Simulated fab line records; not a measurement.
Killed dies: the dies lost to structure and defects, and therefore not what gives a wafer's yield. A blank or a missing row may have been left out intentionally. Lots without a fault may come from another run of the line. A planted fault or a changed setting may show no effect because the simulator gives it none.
Comparing a struck lot with a sound one	flow berkeley cmos170	26 steps out of a route of 331
Sound: the wafers L953.1, L953.2, L953.4. Struck: wafers L941.1, L941.3, L941.4. Last of all comes the cause.
Each step with rows lists, per side, the tool, then ch with its chambers, then its first start. Under that, the readings that differ: sound wafers	struck wafers	difference of the means	sigmas: that difference in standard deviations of wafers without a fault.
alike: words and numbers the same on both sides, and readings whose means are apart by under 2 such deviations; not compared: readings that were withheld, readings missing a value for some wafer, numbers with overlapping values and no deviation given by the record, and bounds like >300 which may hide the same value.
The two part at a step that has a row with sigmas, a row that says differs or no value, or rows on one side only. Numbers that don't overlap but have no deviation are shown without sigmas and don't part them. A reading missing from all wafers of one side parts the sides only when that side holds two or more wafers.

first, 1 step without rows for these wafers: UCB170_PSD_IMPLANT_08.
UCB170_PSD_STRIP_09: strips in O2.
  sound on plasma asher-01 ch 0,1, day 10 13:44; struck on plasma asher-04 ch 0,1, day 8 10:07
  alike: drypump motor current A, oes product au, strip time to endpoint s
  not compared: rf hours counter h
UCB170_PSD_TW_MEAS_10:
  struck on film metro-01, day 8 10:13; sound on film metro-02, day 10 13:50
  alike: PSD_TW
then, 7 steps without rows for these wafers: UCB170_PSD_CLEAN_11 (cleans in SPM, time 600 s); UCB170_NSD_HMDS_00 (prime time 60 s); UCB170_NSD_COAT_01 (resist thk 900 nm); UCB170_NSD_SOFTBAKE_02 (time 60 s); UCB170_NSD_EXPOSE_03 (exposes mask NSELECT MOD, target cd 1200 nm); UCB170_NSD_PEB_04; UCB170_NSD_DEVELOP_05 (develop time 45 s).
UCB170_NSD_CD_MEAS_06: target cd 1200 nm.
  struck on cd sem-02, day 8 12:05; sound on cd sem-01, day 10 15:25
reading	sound	struck	difference	sigmas
cd nm (nm)	1202.4 1202.1 1201.6	1197.9 1197.8 1197.9	-4.2	-3
UCB170_NSD_OVL_MEAS_07:
  struck on overlay-02, day 8 12:12; sound on overlay-01, day 10 15:32
  alike: NSD_OVL
UCB170_NSD_IMPLANT_08:
  sound on implanter-03 ch 0, day 10 15:34; struck on implanter-03 ch 0, day 8 12:45
UCB170_NSD_STRIP_09: strips in O2.
  sound on plasma asher-04 ch 0,1, day 10 15:43; struck on plasma asher-02 ch 0,1, day 8 12:54
reading	sound	struck	difference	sigmas
oes product au (a.u.)	0.537 0.533 0.532	0.491 0.489 0.488	-0.045	-10
strip time to endpoint s (s)	35.85 35.92 35.92	42.71 42.78 42.81	+6.87	+79
  alike: drypump motor current A
  not compared: rf hours counter h
UCB170_NSD_TW_MEAS_10:
  struck on film metro-03, day 8 13:14; sound on film metro-03, day 10 15:49
reading	sound	struck	difference	sigmas
NSD_TW	4181 4184 4188	4389 4394 4421	+217	+6
then, 4 steps without rows for these wafers: UCB170_NSD_CLEAN_11 (cleans in SPM, time 600 s); UCB170_BACKSIDE_HMDS_00 (prime time 60 s); UCB170_BACKSIDE_COAT_01 (resist thk 900 nm); UCB170_BACKSIDE_SOFTBAKE_02 (time 60 s).
UCB170_BACKSIDE_STRIP_03: strips in O2.
  sound on plasma asher-03 ch 0,1, day 10 16:31; struck on plasma asher-01 ch 0,1, day 8 18:33
reading	sound	struck	difference	sigmas
drypump motor current A (A)	5.2 5.3 5.3	6.3 6.1 6.3	+1.0	+3
strip time to endpoint s (s)	21.92 21.90 21.87	22.11 22.08 22.11	+0.20	+3
  alike: oes product au
  not compared: rf hours counter h
then, 1 step without rows for these wafers: UCB170_BACKSIDE_CLEAN_04 (cleans in SPM, time 600 s).
UCB170_SDANNEAL_RTA_00: time 10 s.
  sound on rtp anneal-01 ch 0, day 10 16:59; struck on rtp anneal-02 ch 0, day 8 18:59
reading	sound	struck	difference	sigmas
lamp power pct (%)	26.3 26.3 26.3	24.3 24.3 24.3	-2.0	-2
  alike: chamber o2 ppm, wafer_temp_C_max
UCB170_SDANNEAL_RTA_01: time 5 s.
  sound on rtp anneal-01 ch 0, day 10 17:03; struck on rtp anneal-02 ch 0, day 8 19:05
reading	sound	struck	difference	sigmas
lamp power pct (%)	40.6 40.6 40.5	37.6 37.5 37.5	-3.0	-2
  alike: chamber o2 ppm, wafer_temp_C_max
UCB170_SDANNEAL_RS_MEAS_02: a four-point-probe measurement.
  struck on film metro-03, day 8 19:08; sound on film metro-02, day 10 17:07
  alike: PSD_RS
UCB170_SDANNEAL_RS_MEAS_03: a four-point-probe measurement.
  struck on film metro-03, day 8 19:33; sound on film metro-02, day 10 17:14
reading	sound	struck	difference	sigmas
NSD_RS (ohm/sq)	37.38 37.24 37.22	30.34 30.30 30.27	-6.98	-73
then, 1 step without rows for these wafers: UCB170_M3_PROBE_99.

== WHERE THEY PART ==
At UCB170_NSD_CD_MEAS_06 first; at UCB170_SDANNEAL_RS_MEAS_03 last (within this record only).

WHY: what had been put in by the simulator
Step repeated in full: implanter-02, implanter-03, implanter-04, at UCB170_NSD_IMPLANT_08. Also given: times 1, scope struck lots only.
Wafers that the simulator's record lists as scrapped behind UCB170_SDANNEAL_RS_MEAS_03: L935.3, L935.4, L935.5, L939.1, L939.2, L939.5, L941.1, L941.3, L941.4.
